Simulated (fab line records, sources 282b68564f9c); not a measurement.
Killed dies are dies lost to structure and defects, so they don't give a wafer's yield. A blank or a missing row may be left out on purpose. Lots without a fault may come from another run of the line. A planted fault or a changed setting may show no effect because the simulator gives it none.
Which tool did it? | flow rit_cmos | 14 lots, 42 wafers sampled, at 3 steps of a route of 202

WHAT THE GAUGES READ, wafer by wafer
RIT_NRETRO_OVL_MEAS_06. Usual: NRETRO_OVL 1.2 nm, standard deviation 1.1.
lot  | measured    | on         | NRETRO_OVL (nm) | flag
L112 | day 2 15:47 | overlay-01 | 1.4 1.8 0.7     |
L113 | day 2 16:22 | overlay-01 | 1.7 -0.3 0.6    |
L114 | day 3 00:20 | overlay-01 | 1.0 1.4 2.3     |
L115 | day 3 04:50 | overlay-02 | 0.5 0.3 3.3     |
L117 | day 3 12:27 | overlay-01 | 0.6 1.5 0.7     |
L118 | day 3 19:20 | overlay-01 | 0.8 0.1 0.3     |
L119 | day 3 23:43 | overlay-01 | 1.2 0.7 1.1     |
L120 | day 4 04:42 | overlay-02 | 1.9 0.5 0.9     |
L121 | day 4 13:58 | overlay-01 | - - -           | OFF
L122 | day 4 17:37 | overlay-02 | - - -           | OFF
L123 | day 4 19:01 | overlay-01 | 3.5 1.3 1.5     |
L130 | day 6 13:11 | overlay-01 | 3.4 -0.9 -0.3   |
L132 | day 6 19:39 | overlay-01 | 0.8 2.2 1.2     |
L133 | day 6 21:07 | overlay-01 | 0.3 2.0 0.3     |

RIT_PRETRO_TW_MEAS_10. Usual: PRETRO_TW 477, standard deviation 3.8.
lot  | measured    | on            | PRETRO_TW      | flag
L112 | day 2 18:04 | film_metro-04 | 475 479 476    |
L113 | day 2 18:34 | film_metro-01 | 470 471 472    |
L114 | day 3 02:37 | film_metro-02 | 479 477 477    |
L115 | day 3 07:07 | film_metro-01 | 474 472 473    |
L117 | day 3 14:37 | film_metro-04 | 481 479 475    |
L118 | day 3 21:40 | film_metro-01 | 469 471 470    |
L119 | day 4 01:53 | film_metro-04 | 481 483 482    |
L120 | day 4 06:52 | film_metro-02 | 481 479 480    |
L121 | day 4 16:16 | film_metro-04 | 1090 1091 1088 | OFF
L122 | day 4 19:53 | film_metro-04 | 1097 1100 1096 | OFF
L123 | day 4 21:18 | film_metro-01 | 468 467 471    |
L130 | day 6 15:20 | film_metro-01 | 476 474 475    |
L132 | day 6 21:56 | film_metro-01 | 473 475 475    |
L133 | day 6 23:20 | film_metro-02 | 481 482 479    |

WHICH TOOL RAN EACH LOT (tool, then ch and the chambers of the sampled wafers, then the start)
lot  | RIT_NRETRO_COAT_01
L112 | litho_track-04 ch 0, day 2 14:50
L113 | litho_track-02 ch 0, day 2 15:26
L114 | litho_track-01 ch 0, day 2 23:23
L115 | litho_track-01 ch 0, day 3 04:08
L117 | litho_track-01 ch 0, day 3 11:43
L118 | litho_track-02 ch 0, day 3 18:29
L119 | litho_track-02 ch 0, day 3 22:55
L120 | litho_track-02 ch 0, day 4 03:58
L121 | litho_track-01, day 4 13:16
L122 | litho_track-02, day 4 16:46
L123 | litho_track-01 ch 0, day 4 18:17
L130 | litho_track-02 ch 0, day 6 12:14
L132 | litho_track-02 ch 0, day 6 18:47
L133 | litho_track-01 ch 0, day 6 20:24
- RIT_NRETRO_COAT_01: resist thk 1300 nm.

WHAT THE TOOLS THEMSELVES READ (means of the sampled wafers that have a number; where no wafer has one, the mark that the record gives instead)
RIT_NRETRO_COAT_01. Usual: chill_plate_temp_C 23.03 C, standard deviation 0.11; dispense_pressure_kPa 47.7 kPa, standard deviation 2.8.
lot  | tool           | chill_plate_temp_C (C) | dispense_pressure_kPa (kPa) | flag
L112 | litho_track-04 | 23.01                  | 52.9                        |
L113 | litho_track-02 | 22.97                  | 48.0                        |
L114 | litho_track-01 | 22.95                  | 44.5                        |
L115 | litho_track-01 | 23.05                  | 44.5                        |
L117 | litho_track-01 | 22.98                  | 44.5                        |
L118 | litho_track-02 | 22.98                  | 48.1                        |
L119 | litho_track-02 | 22.92                  | 48.1                        |
L120 | litho_track-02 | 22.95                  | 48.1                        |
L121 | litho_track-01 | -                      | -                           | OFF
L122 | litho_track-02 | -                      | -                           | OFF
L123 | litho_track-01 | 22.90                  | 44.5                        |
L130 | litho_track-02 | 22.99                  | 48.1                        |
L132 | litho_track-02 | 22.92                  | 48.1                        |
L133 | litho_track-01 | 23.11                  | 44.5                        |

THE ANSWER, worked out from the rows above alone
Rule: a lot is off if the mean of its wafers that have a number lies more than 3 standard deviations from the usual mean. A lot without any number at a reading at which 4 lots or more have one is off too. The other lots that the step has rows for count as sound. The gauges are gone through in route order, then the tools' own readings, and for those a lot's mean is taken as printed above. The first step at which some lot is off is used, and at that step the reading that is off furthest; a lot without a number counts as furthest.
Off: L121, L122, at RIT_NRETRO_OVL_MEAS_06 (NRETRO_OVL). Without a number there: L121, L122.
A tool fits if, at a process step before that reading, it ran every lot that is off, and no sound lot after the first of them. The gauges at RIT_NRETRO_OVL_MEAS_06 aren't tried: what is off there is off at RIT_PRETRO_TW_MEAS_10 too, on other tools, and a gauge's error can't cause that. None of those tried fits.

WHAT THE SIMULATOR HAD PUT IN
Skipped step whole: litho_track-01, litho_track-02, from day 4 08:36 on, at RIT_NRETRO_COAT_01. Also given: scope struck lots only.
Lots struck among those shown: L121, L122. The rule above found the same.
